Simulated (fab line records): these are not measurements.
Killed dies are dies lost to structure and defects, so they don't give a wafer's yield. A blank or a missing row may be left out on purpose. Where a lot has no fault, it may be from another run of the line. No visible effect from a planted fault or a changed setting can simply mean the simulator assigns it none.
The tool behind it: which one? / flow berkeleyCmos170 / 21 wafers from 7 lots sampled at 3 of the route's 331 steps

## WHAT THE GAUGES SHOWED, per wafer
UCB170_PSD_TW_MEAS_10.
lot=L799; measured=day 7 04:18; on=filmMetro-03; PSD_TW=2297 2307 2314
lot=L808; measured=day 8 09:44; on=filmMetro-03; PSD_TW=2322 2328 2311
lot=L806; measured=day 8 14:22; on=filmMetro-04; PSD_TW=2376 2384 2396
lot=L809; measured=day 8 18:16; on=filmMetro-02; PSD_TW=2346 2344 2348
lot=L817; measured=day 10 05:22; on=filmMetro-02; PSD_TW=1757 1751 1756
lot=L818; measured=day 10 17:52; on=filmMetro-03; PSD_TW=2333 2330 2340
lot=L821; measured=day 11 16:07; on=filmMetro-03; PSD_TW=2319 2318 2321

## EACH LOT AND THE TOOL THAT RAN IT (in order: tool; ch and the chambers of the sampled wafers; start)
lot=L799; UCB170_PSD_IMPLANT_08=implanter-01 ch 0, day 7 04:04; UCB170_PSD_STRIP_09=plasmaAsher-01 ch 0,1, day 7 04:11
lot=L808; UCB170_PSD_IMPLANT_08=implanter-02 ch 0, day 8 09:29; UCB170_PSD_STRIP_09=plasmaAsher-01 ch 0,1, day 8 09:38
lot=L806; UCB170_PSD_IMPLANT_08=implanter-01 ch 0, day 8 14:08; UCB170_PSD_STRIP_09=plasmaAsher-01 ch 0,1, day 8 14:16
lot=L809; UCB170_PSD_IMPLANT_08=implanter-04 ch 0, day 8 18:01; UCB170_PSD_STRIP_09=plasmaAsher-01 ch 0,1, day 8 18:10
lot=L817; UCB170_PSD_IMPLANT_08=implanter-01 ch 0, day 10 05:07; UCB170_PSD_STRIP_09=plasmaAsher-04 ch 0,1, day 10 05:16
lot=L818; UCB170_PSD_IMPLANT_08=implanter-02 ch 0, day 10 17:37; UCB170_PSD_STRIP_09=plasmaAsher-03 ch 0,1, day 10 17:46
lot=L821; UCB170_PSD_IMPLANT_08=implanter-02 ch 0, day 11 15:53; UCB170_PSD_STRIP_09=plasmaAsher-01 ch 0,1, day 11 16:01
- UCB170_PSD_IMPLANT_08
- UCB170_PSD_STRIP_09: strips in O2.

## THE ANSWER, worked out from the rows above alone
Rule: the lots themselves supply what counts as usual. The widest of any qualifying gaps counts: lots, ordered by their means at a reading, are off when they make up no more than a third of the lots, leave a main group of 4 or more, and stand apart from it by 3 or more times the standard deviation of that group's means. Not used: any main group whose means are identical at the precision the tables above print for the reading. A lot without any number at a reading at which 4 lots or more have one is off too. Any other lot the step has rows for is counted as sound.
Off: L817, seen at UCB170_PSD_TW_MEAS_10 (PSD_TW). For the main group the mean is 2335 and the standard deviation 26.
A tool fits if, at a process step before that reading, it ran every lot that is off, and no sound lot after the first of them. Gauges at UCB170_PSD_TW_MEAS_10: tried the same way as those tools. Can't be told from this: 3 tools fit, implanter-01 at UCB170_PSD_IMPLANT_08, plasmaAsher-04 at UCB170_PSD_STRIP_09, filmMetro-02 at UCB170_PSD_TW_MEAS_10.

## WHAT HAD BEEN PUT IN BY THE SIMULATOR
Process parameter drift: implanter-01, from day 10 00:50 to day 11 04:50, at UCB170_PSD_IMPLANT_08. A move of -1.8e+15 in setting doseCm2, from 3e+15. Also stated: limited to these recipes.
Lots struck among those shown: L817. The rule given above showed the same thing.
